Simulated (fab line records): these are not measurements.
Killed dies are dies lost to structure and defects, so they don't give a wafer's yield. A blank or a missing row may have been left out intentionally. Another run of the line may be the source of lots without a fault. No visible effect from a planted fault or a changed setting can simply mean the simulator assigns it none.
Commonality check across tools / flow rit_cmos / 14 lots, 42 wafers sampled

WHY IT WAS OPENED
Of 14 lots, 2 have the reading SPACER_NITRIDE_THK flagged at RIT_SPACER_THK_MEAS_04. No-fault wafers: 251.0 nm, standard deviation 2.4.
Rule: a lot gets a flag if all its wafers with a number sit over 4 standard deviations from that mean, or if no wafer of it has a number. As for the other lots, they are considered sound.

lot=L894; measured=day 2 20:47; on=film_metro-02; SPACER_NITRIDE_THK (nm), wafer by wafer=252.4 252.5 250.9; flag=
lot=L895; measured=day 3 02:48; on=film_metro-03; SPACER_NITRIDE_THK (nm), wafer by wafer=251.0 252.0 251.5; flag=
lot=L897; measured=day 3 12:51; on=film_metro-03; SPACER_NITRIDE_THK (nm), wafer by wafer=249.6 249.8 252.8; flag=
lot=L898; measured=day 3 17:13; on=film_metro-04; SPACER_NITRIDE_THK (nm), wafer by wafer=291.2 291.7 293.8; flag=FLAGGED
lot=L900; measured=day 4 04:31; on=film_metro-03; SPACER_NITRIDE_THK (nm), wafer by wafer=248.1 248.2 252.5; flag=
lot=L901; measured=day 4 09:52; on=film_metro-04; SPACER_NITRIDE_THK (nm), wafer by wafer=281.5 283.0 283.6; flag=FLAGGED
lot=L909; measured=day 6 05:31; on=film_metro-02; SPACER_NITRIDE_THK (nm), wafer by wafer=252.7 250.4 248.5; flag=
lot=L911; measured=day 6 17:11; on=film_metro-02; SPACER_NITRIDE_THK (nm), wafer by wafer=253.9 251.1 254.8; flag=
lot=L912; measured=day 7 03:26; on=film_metro-04; SPACER_NITRIDE_THK (nm), wafer by wafer=251.4 248.2 251.5; flag=
lot=L913; measured=day 7 07:10; on=film_metro-04; SPACER_NITRIDE_THK (nm), wafer by wafer=253.5 251.4 252.0; flag=
lot=L914; measured=day 7 09:07; on=film_metro-03; SPACER_NITRIDE_THK (nm), wafer by wafer=247.9 247.2 248.7; flag=
lot=L915; measured=day 7 14:05; on=film_metro-03; SPACER_NITRIDE_THK (nm), wafer by wafer=251.9 252.7 249.6; flag=
lot=L916; measured=day 7 18:44; on=film_metro-02; SPACER_NITRIDE_THK (nm), wafer by wafer=247.3 246.9 249.7; flag=
lot=L917; measured=day 7 22:41; on=film_metro-02; SPACER_NITRIDE_THK (nm), wafer by wafer=250.3 251.2 252.1; flag=
The mean of the flagged lots' numbers is 287.5 nm, +36.5 nm from the usual (+15 standard deviations).

TOOL THAT RAN EACH LOT
The record holds 1 process step before the reading, out of a route of 202 steps. Read each cell as the tool, then ch plus the chambers that the sampled wafers visited, then the start.
lot=L894; flag=; RIT_SPACER_CVD_03=lpcvd-01 ch 1, day 2 18:52
lot=L895; flag=; RIT_SPACER_CVD_03=lpcvd-02 ch 1, day 3 00:52
lot=L897; flag=; RIT_SPACER_CVD_03=lpcvd-02 ch 1, day 3 10:56
lot=L898; flag=FLAGGED; RIT_SPACER_CVD_03=lpcvd-02 ch 1, day 3 15:18
lot=L900; flag=; RIT_SPACER_CVD_03=lpcvd-01 ch 0, day 4 02:36
lot=L901; flag=FLAGGED; RIT_SPACER_CVD_03=lpcvd-02 ch 1, day 4 07:55
lot=L909; flag=; RIT_SPACER_CVD_03=lpcvd-01 ch 1, day 6 03:36
lot=L911; flag=; RIT_SPACER_CVD_03=lpcvd-01 ch 1, day 6 15:15
lot=L912; flag=; RIT_SPACER_CVD_03=lpcvd-01 ch 1, day 7 01:31
lot=L913; flag=; RIT_SPACER_CVD_03=lpcvd-01 ch 1, day 7 05:15
lot=L914; flag=; RIT_SPACER_CVD_03=lpcvd-01 ch 0, day 7 07:10
lot=L915; flag=; RIT_SPACER_CVD_03=lpcvd-02 ch 0, day 7 12:10
lot=L916; flag=; RIT_SPACER_CVD_03=lpcvd-02 ch 1, day 7 16:48
lot=L917; flag=; RIT_SPACER_CVD_03=lpcvd-02 ch 0, day 7 20:45
What the steps here do:
- RIT_SPACER_CVD_03: deposits Si3N4 from SiH2Cl2/NH3, target thk 250 nm, time 3300 s.
- RIT_SPACER_THK_MEAS_04

FLAGGED AGAINST TOTAL, ONE TOOL AT A TIME (gauges that did the reading follow at the end)
step=RIT_SPACER_CVD_03; tool=lpcvd-01; lots run=7; flagged=0; share of the flagged lots=none; sound lots run after its first flagged lot=-
step=RIT_SPACER_CVD_03; tool=lpcvd-02; lots run=7; flagged=2; share of the flagged lots=all; sound lots run after its first flagged lot=3 (L915,L916,L917)
step=RIT_SPACER_THK_MEAS_04; tool=film_metro-02; lots run=5; flagged=0; share of the flagged lots=none; sound lots run after its first flagged lot=-
step=RIT_SPACER_THK_MEAS_04; tool=film_metro-03; lots run=5; flagged=0; share of the flagged lots=none; sound lots run after its first flagged lot=-
step=RIT_SPACER_THK_MEAS_04; tool=film_metro-04; lots run=4; flagged=2; share of the flagged lots=all; sound lots run after its first flagged lot=2 (L912,L913)

WHAT IS ALLOWED BY THE TABLE
Every flagged lot went through 2 rows of the table: lpcvd-02 at RIT_SPACER_CVD_03 and film_metro-04 at RIT_SPACER_THK_MEAS_04.
- lpcvd-02 at RIT_SPACER_CVD_03: 2 of its 7 lots flagged. Sound lots followed the first flagged one (L915, L916, L917) on it, something a lasting fault affecting the whole tool could not allow. Its own readings (sih2cl2_flow_sccm) fall more than 4 standard deviations out on all wafers of the flagged lots.
- film_metro-04 at RIT_SPACER_THK_MEAS_04: 2 of its 4 lots flagged. Sound lots followed the first flagged one (L912, L913) on it, something a lasting fault affecting the whole tool could not allow.
Every row of the table either missed a flagged lot or ran a sound lot after the first.

WHAT THE SIMULATOR HAD PUT IN
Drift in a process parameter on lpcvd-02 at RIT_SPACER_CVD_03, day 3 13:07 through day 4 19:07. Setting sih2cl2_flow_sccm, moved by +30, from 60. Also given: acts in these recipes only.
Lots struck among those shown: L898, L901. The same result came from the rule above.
